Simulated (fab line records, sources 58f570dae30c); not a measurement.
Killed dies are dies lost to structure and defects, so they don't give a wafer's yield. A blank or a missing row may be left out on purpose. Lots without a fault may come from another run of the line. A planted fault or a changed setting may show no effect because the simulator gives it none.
Which tool did it? | flow berkeley_cmos170 | 6 lots, 18 wafers sampled, at 3 steps of a route of 331

WHAT THE GAUGES READ, wafer by wafer
UCB170_M1_OVL_MEAS_10.
lot  | measured     | on         | M1_OVL (nm)
L646 | day 7 05:43  | overlay-02 | -7 -5 -1
L649 | day 7 20:14  | overlay-02 | -6 -2 -2
L653 | day 8 18:29  | overlay-02 | 56 52 52
L656 | day 9 17:47  | overlay-01 | 0 1 0
L663 | day 11 00:55 | overlay-02 | -2 -2 5
L664 | day 11 23:05 | overlay-01 | 10 5 5

WHICH TOOL RAN EACH LOT (tool, then ch and the chambers of the sampled wafers, then the start)
lot  | UCB170_PWELL_ETCH_14              | UCB170_M1_EXPOSE_06
L646 | rie_diel-02 ch 0,1,2, day 3 10:33 | krf_scanner-02 ch 0, day 7 05:12
L649 | rie_diel-02 ch 1,2,3, day 3 23:23 | krf_scanner-01 ch 0, day 7 19:11
L653 | rie_diel-01 ch 0,2,3, day 4 14:20 | krf_scanner-01 ch 0, day 8 17:20
L656 | rie_diel-04 ch 0,1,3, day 5 06:08 | krf_scanner-02 ch 0, day 9 17:15
L663 | rie_diel-02 ch 1,2,3, day 6 16:34 | krf_scanner-02 ch 0, day 11 00:22
L664 | rie_diel-01 ch 0,3, day 7 13:43   | krf_scanner-02 ch 0, day 11 22:35
- UCB170_PWELL_ETCH_14: etches Si3N4 in CH3F/Ar/O2, stops on SiO2, target depth 242 nm, time 151 s.
- UCB170_M1_EXPOSE_06: exposes mask METAL1, target cd 700 nm.

THE ANSWER, worked out from the rows above alone
Rule: what is usual is taken from the lots themselves. Put in order of their means at a reading, lots are off if they are a third of the lots or fewer, leave a main group of 4 or more, and stand apart from it by a gap of 3 or more times the standard deviation of the main group's means; of several such gaps the widest counts. A main group whose means are all the same, to the digits that the tables above print for the reading, isn't used. A lot without any number at a reading at which 4 lots or more have one is off too. The other lots that the step has rows for count as sound.
Off: L653, at UCB170_M1_OVL_MEAS_10 (M1_OVL). The main group: mean -0 nm, standard deviation 3.9.
A tool fits if, at a process step before that reading, it ran every lot that is off, and no sound lot after the first of them. The gauges at UCB170_M1_OVL_MEAS_10 are tried like those tools. One fits: krf_scanner-01 at UCB170_M1_EXPOSE_06. Its last sound lot is L649 (day 7 19:11), its first lot that is off L653 (day 8 17:20): a fault that began between those two fits.

WHAT THE SIMULATOR HAD PUT IN
Scanner matching overlay: krf_scanner-01, from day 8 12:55 on, at UCB170_M1_EXPOSE_06. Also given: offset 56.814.
Lots struck among those shown: L653. The rule above found the same.
